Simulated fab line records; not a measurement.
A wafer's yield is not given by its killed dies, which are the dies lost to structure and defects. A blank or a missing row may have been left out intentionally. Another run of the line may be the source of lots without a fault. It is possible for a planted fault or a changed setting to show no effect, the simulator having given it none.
Which tool is to blame? | flow berkeley-cmos170 | 13 lots, 39 wafers sampled, at 6 steps of a route of 331

WHAT EACH GAUGE READ, for each wafer
UCB170_NWELL_THK_MEAS_05.
lot  | measured    | on            | NWELL_NITRIDE_THK (nm)
L296 | day 2 04:04 | film-metro-04 | 222.1 222.5 222.9
L298 | day 2 18:26 | film-metro-04 | 220.9 220.4 220.8
L299 | day 2 23:20 | film-metro-04 | 226.3 223.8 223.7
L302 | day 3 12:15 | film-metro-04 | 225.7 224.9 227.1
L304 | day 4 00:22 | film-metro-03 | 208.0 208.3 206.2 208.3 208.3 206.2
L309 | day 5 00:32 | film-metro-01 | 223.1 222.4 222.0
L313 | day 5 18:01 | film-metro-01 | 224.1 225.3 227.0
L314 | day 5 22:30 | film-metro-04 | 223.9 224.7 225.1
L315 | day 6 05:07 | film-metro-03 | 220.3 221.8 223.7
L316 | day 6 20:14 | film-metro-03 | 223.5 223.6 224.4
L317 | day 6 20:14 | film-metro-01 | 226.8 228.6 227.3
L318 | day 6 22:33 | film-metro-01 | 224.7 223.1 225.0
L319 | day 6 22:32 | film-metro-04 | 224.7 224.6 224.7

UCB170_PFIELD_OVL_MEAS_06.
lot  | measured    | on         | PFIELD_OVL (nm)
L296 | day 4 18:34 | overlay-01 | -5 -4 -1
L298 | day 5 02:14 | overlay-02 | 16 14 10
L299 | day 5 02:56 | overlay-02 | 12 11 6
L302 | day 5 09:10 | overlay-02 | 10 8 3
L304 | day 5 23:05 | overlay-02 | 5 1 -3
L309 | day 6 22:41 | overlay-02 | 3 7 9
L313 | day 7 18:04 | overlay-02 | -3 -2 -1
L314 | day 7 23:01 | overlay-02 | 4 7 3
L315 | day 8 08:06 | overlay-02 | 1 -2 4
L316 | day 9 04:52 | overlay-01 | -4 6 3
L317 | day 9 05:12 | overlay-02 | -4 -1 2
L318 | day 9 05:08 | overlay-01 | -2 -6 7
L319 | day 9 04:55 | overlay-02 | -2 -5 2

UCB170_M3_BOW_MEAS_20.
lot  | measured     | on            | M3_BOW (um)
L296 | day 8 09:26  | film-metro-02 | 37 40 40
L298 | day 8 14:16  | film-metro-03 | 45 45 44
L299 | day 8 15:35  | film-metro-03 | 39 31 39
L302 | day 8 15:22  | film-metro-03 | 46 32 26
L304 | day 9 15:54  | film-metro-02 | 42 32 39
L309 | day 10 23:29 | film-metro-02 | 34 30 46
L313 | day 11 12:09 | film-metro-03 | 36 37 41
L314 | day 11 16:38 | film-metro-03 | 36 22 43
L315 | day 12 03:14 | film-metro-02 | 38 42 32
L316 | day 12 15:09 | film-metro-03 | 50 33 41
L317 | day 12 18:47 | film-metro-02 | 30 23 40
L318 | day 12 19:22 | film-metro-02 | 32 28 30
L319 | day 12 14:52 | film-metro-02 | 35 23 24

TOOL THAT RAN EACH LOT (tool first, then ch and the chambers of the sampled wafers, then the start)
lot  | UCB170_NWELL_CVD_04        | UCB170_NWELL_ETCH_13              | UCB170_NVT_STRIP_08
L296 | lpcvd-02 ch 0, day 2 02:08 | rie-diel-01 ch 0,1,2, day 2 05:20 | plasma-asher-01 ch 0,1, day 6 01:05
L298 | lpcvd-01 ch 1, day 2 16:29 | rie-diel-03 ch 0,1,3, day 2 19:27 | plasma-asher-02 ch 0,1, day 6 06:47
L299 | lpcvd-01 ch 0, day 2 21:24 | rie-diel-01 ch 1,2,3, day 3 00:34 | plasma-asher-04 ch 0,1, day 6 07:09
L302 | lpcvd-02 ch 0, day 3 10:19 | rie-diel-02 ch 0,3, day 3 13:19   | plasma-asher-04 ch 0,1, day 6 14:13
L304 | lpcvd-02 ch 1, day 3 22:26 | rie-diel-03 ch 0,1,2, day 4 04:41 | plasma-asher-04 ch 0,1, day 7 07:29
L309 | lpcvd-01 ch 1, day 4 22:36 | rie-diel-02 ch 0,3, day 5 02:10   | plasma-asher-01 ch 0,1, day 8 05:02
L313 | lpcvd-01 ch 0, day 5 16:04 | rie-diel-03 ch 0,1,2, day 5 19:03 | plasma-asher-04 ch 0,1, day 9 01:02
L314 | lpcvd-01 ch 1, day 5 20:34 | rie-diel-03 ch 0,1,2, day 5 23:31 | plasma-asher-01 ch 0,1, day 9 08:06
L315 | lpcvd-01 ch 1, day 6 03:11 | rie-diel-03 ch 1,2, day 6 06:26   | plasma-asher-01 ch 0,1, day 9 17:08
L316 | lpcvd-02 ch 1, day 6 18:17 | rie-diel-01 ch 0,3, day 6 22:28   | plasma-asher-02 ch 0,1, day 10 09:07
L317 | lpcvd-02 ch 0, day 6 18:17 | rie-diel-03 ch 0,1,2, day 6 22:04 | plasma-asher-01 ch 0,1, day 10 09:05
L318 | lpcvd-02 ch 1, day 6 20:37 | rie-diel-03 ch 0,1,2, day 7 00:34 | plasma-asher-04 ch 0,1, day 10 09:12
L319 | lpcvd-02 ch 1, day 6 20:37 | rie-diel-01 ch 0,2, day 7 00:25   | plasma-asher-04 ch 0,1, day 10 08:49
- UCB170_NWELL_CVD_04: deposits Si3N4 from SiH2Cl2/NH3, target thk 224 nm, time 3360 s.
- UCB170_NWELL_ETCH_13: etches Si3N4 in CH3F/Ar/O2, stops on SiO2, target depth 246.4 nm, time 154 s.
- UCB170_NVT_STRIP_08: strips in O2.

WHAT THE TOOLS THEMSELVES READ (means of the sampled wafers that have a number; where no wafer has one, the mark that the record gives instead)
UCB170_NWELL_CVD_04.
lot  | tool     | nh3-flow-sccm (sccm) | pressure-mtorr (mTorr) | spike-tc-source-C (C) | zone-power-source-pct (%)
L296 | lpcvd-02 | 74.83                | 199.8                  | 828                   | 22.9
L298 | lpcvd-01 | 74.98                | 199.7                  | 817                   | 20.1
L299 | lpcvd-01 | 74.75                | 199.7                  | 821                   | 17.9
L302 | lpcvd-02 | 75.11                | 200.3                  | 827                   | 22.6
L304 | lpcvd-02 | 74.71                | 160.0                  | 827                   | 22.0
L309 | lpcvd-01 | 75.03                | 199.8                  | 817                   | 19.8
L313 | lpcvd-01 | 75.05                | 200.1                  | 822                   | 17.9
L314 | lpcvd-01 | 75.11                | 200.3                  | 816                   | 20.0
L315 | lpcvd-01 | 75.11                | 199.7                  | 816                   | 20.2
L316 | lpcvd-02 | 74.66                | 200.1                  | 825                   | 22.0
L317 | lpcvd-02 | 75.14                | 200.5                  | 827                   | 22.7
L318 | lpcvd-02 | 75.41                | 200.5                  | 827                   | 22.2
L319 | lpcvd-02 | 75.22                | 200.2                  | 826                   | 21.8

UCB170_NWELL_ETCH_13.
lot  | tool        | drypump-motor-current-A (A) | oes-product-au (a.u.) | throttle-valve-pct (%)
L296 | rie-diel-01 | 5.9                         | 0.943                 | 8.01
L298 | rie-diel-03 | 5.8                         | 0.943                 | 8.10
L299 | rie-diel-01 | 5.9                         | 0.947                 | 8.05
L302 | rie-diel-02 | 6.2                         | 0.960                 | 7.91
L304 | rie-diel-03 | 5.7                         | 0.904                 | 8.09
L309 | rie-diel-02 | 5.9                         | 0.947                 | 7.94
L313 | rie-diel-03 | 5.8                         | 0.954                 | 8.11
L314 | rie-diel-03 | 5.8                         | 0.956                 | 8.10
L315 | rie-diel-03 | 5.9                         | 0.944                 | 8.00
L316 | rie-diel-01 | 6.0                         | 0.947                 | 8.08
L317 | rie-diel-03 | 5.7                         | 0.953                 | 8.10
L318 | rie-diel-03 | 5.8                         | 0.948                 | 8.11
L319 | rie-diel-01 | 5.6                         | 0.951                 | 8.00

UCB170_NVT_STRIP_08.
lot  | tool            | drypump-motor-current-A (A) | o2-flow-sccm (sccm) | oes-product-au (a.u.) | strip-time-to-endpoint-s (s)
L296 | plasma-asher-01 | 5.93                        | 400.0               | 0.733                 | 21.70
L298 | plasma-asher-02 | 5.89                        | 399.7               | 0.734                 | 21.61
L299 | plasma-asher-04 | 5.74                        | 400.6               | 0.736                 | 21.66
L302 | plasma-asher-04 | 5.74                        | 402.0               | 0.734                 | 21.56
L304 | plasma-asher-04 | 5.72                        | 400.8               | 0.737                 | 21.65
L309 | plasma-asher-01 | 5.94                        | 398.9               | 0.736                 | 21.60
L313 | plasma-asher-04 | 5.70                        | 401.0               | 0.735                 | 21.60
L314 | plasma-asher-01 | 5.96                        | 400.4               | 0.734                 | 21.70
L315 | plasma-asher-01 | 5.96                        | 399.7               | 0.734                 | 21.56
L316 | plasma-asher-02 | 5.79                        | 399.8               | 0.735                 | 21.53
L317 | plasma-asher-01 | 5.92                        | 399.9               | 0.734                 | 21.64
L318 | plasma-asher-04 | 5.68                        | 400.6               | 0.735                 | 21.67
L319 | plasma-asher-04 | 5.70                        | 399.4               | 0.738                 | 21.65

THE ANSWER, worked out from the rows above alone
Rule: the usual values come from the lots themselves. The widest of any qualifying gaps counts: lots, ordered by their means at a reading, are off when they make up no more than a third of the lots, leave a main group of 4 or more, and stand apart from it by 3 or more times the standard deviation of that group's means. A main group whose means are all the same, to the digits that the tables above print for the reading, isn't used. Also off: a lot with no number at a reading for which 4 or more lots have one. All remaining lots with rows at the step are treated as sound. First the gauges in route order, then the tools' own readings, where a lot's mean is used as printed above. At the first step where some lot is off, the reading lying furthest off is the one used; lots without a number count as furthest.
Off: L304, at UCB170_NWELL_THK_MEAS_05 (NWELL_NITRIDE_THK). For the main group the mean is 224.0 nm and the standard deviation 1.8.
A tool fits if, at a process step before that reading, it ran every lot that is off, and no sound lot after the first of them. The gauges at UCB170_NWELL_THK_MEAS_05 aren't tried: what is off there is off at UCB170_NWELL_CVD_04 too, on other tools, and a gauge's error can't cause that. No candidate that was tried fits.

WHAT THE SIMULATOR HAD PUT IN
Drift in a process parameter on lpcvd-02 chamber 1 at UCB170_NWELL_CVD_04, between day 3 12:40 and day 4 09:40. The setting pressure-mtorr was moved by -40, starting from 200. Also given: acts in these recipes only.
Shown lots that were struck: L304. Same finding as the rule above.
